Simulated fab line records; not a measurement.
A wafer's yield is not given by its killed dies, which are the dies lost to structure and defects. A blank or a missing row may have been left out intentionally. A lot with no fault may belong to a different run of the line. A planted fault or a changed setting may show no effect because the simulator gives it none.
Commonality check across tools	flow berkeley_cmos170	45 wafers sampled across 15 lots

## WHAT PROMPTED THE OPENING
At UCB170_PWELL_THK_MEAS_06 the reading PWELL_NITRIDE_THK is flagged on 3 of 15 lots. Fault-free wafers read 221.1 nm, with a standard deviation of 1.7.
Rule: a lot is flagged when every wafer of it that has a number lies more than 4 standard deviations from that mean, or none has a number. As for the other lots, they are considered sound.

lot	measured	on	PWELL_NITRIDE_THK (nm), wafer by wafer	flag
L442	day 3 02:26	film_metro-01	221.4 220.3 221.0	
L443	day 3 09:52	film_metro-03	220.4 220.7 220.0	
L444	day 3 16:03	film_metro-03	220.1 219.4 220.3	
L446	day 3 23:41	film_metro-03	205.2 206.9 206.7	FLAGGED
L445	day 3 23:43	film_metro-02	207.3 207.7 209.1	FLAGGED
L447	day 4 05:44	film_metro-02	208.9 207.2 207.7	FLAGGED
L450	day 5 01:23	film_metro-02	219.6 223.0 221.3	
L452	day 5 10:20	film_metro-03	220.9 221.2 220.7	
L458	day 6 14:25	film_metro-01	223.7 223.3 223.1	
L455	day 6 14:28	film_metro-02	217.6 220.5 220.7	
L457	day 6 14:28	film_metro-03	221.2 221.2 217.8	
L461	day 7 07:34	film_metro-02	220.7 220.9 220.9	
L463	day 7 17:59	film_metro-01	221.4 221.7 221.9	
L464	day 7 17:59	film_metro-02	224.2 221.7 222.1	
L465	day 8 07:44	film_metro-03	217.9 219.5 216.6	
On average the flagged lots' numbers are 207.4 nm, which is -13.7 nm against the usual, or -8 standard deviations.

## LOT BY LOT: THE TOOL USED
The record keeps 1 process step preceding the reading, out of 331 steps on the route. Every cell lists first the tool, next ch and the chambers used by the sampled wafers, and last the start.
lot	flag	UCB170_PWELL_CVD_05
L442		lpcvd-02 ch 1, day 3 00:31
L443		lpcvd-01 ch 1, day 3 07:55
L444		lpcvd-01 ch 1, day 3 14:08
L446	FLAGGED	lpcvd-01 ch 0, day 3 20:49
L445	FLAGGED	lpcvd-01 ch 1, day 3 20:49
L447	FLAGGED	lpcvd-01 ch 1, day 4 03:49
L450		lpcvd-02 ch 1, day 4 23:27
L452		lpcvd-02 ch 0, day 5 07:28
L458		lpcvd-02 ch 0, day 6 12:30
L455		lpcvd-02 ch 0, day 6 12:30
L457		lpcvd-02 ch 1, day 6 12:30
L461		lpcvd-02 ch 1, day 7 05:38
L463		lpcvd-02 ch 0, day 7 15:07
L464		lpcvd-02 ch 1, day 7 15:07
L465		lpcvd-02 ch 0, day 8 05:49
These steps, and what they do:
- UCB170_PWELL_CVD_05: deposits Si3N4 from SiH2Cl2/NH3, target thk 220 nm, time 3300 s.
- UCB170_PWELL_THK_MEAS_06

## FLAGGED OVER TOTAL, TOOL BY TOOL (the gauges that took the reading come last)
step	tool	lots run	flagged	share of the flagged lots	sound lots run after its first flagged lot
UCB170_PWELL_CVD_05	lpcvd-01	5	3	all	0
UCB170_PWELL_CVD_05	lpcvd-02	10	0	none	-
UCB170_PWELL_THK_MEAS_06	film_metro-01	3	0	none	-
UCB170_PWELL_THK_MEAS_06	film_metro-02	6	2	some	4 (L450,L455,L461,L464)
UCB170_PWELL_THK_MEAS_06	film_metro-03	6	1	some	3 (L452,L457,L465)

## WHAT THE TABLE PERMITS
1 row of the table ran every flagged lot: lpcvd-01 at UCB170_PWELL_CVD_05.
- lpcvd-01 at UCB170_PWELL_CVD_05: 3 of its 5 lots flagged. A fault beginning between L444 (day 3 14:08), its last sound lot, and L445 (day 3 20:49), its first flagged one, fits the data. Its own readings lie more than 4 standard deviations out on every wafer of the flagged lots: pressure_mtorr.
Just one tool remains: lpcvd-01 at UCB170_PWELL_CVD_05.

## WHAT THE SIMULATOR HAD PUT IN
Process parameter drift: lpcvd-01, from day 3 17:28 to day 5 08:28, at UCB170_PWELL_CVD_05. Setting pressure_mtorr shifted by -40 from 200. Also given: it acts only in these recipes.
Shown lots that were struck: L446, L445, L447. The same result came from the rule above.
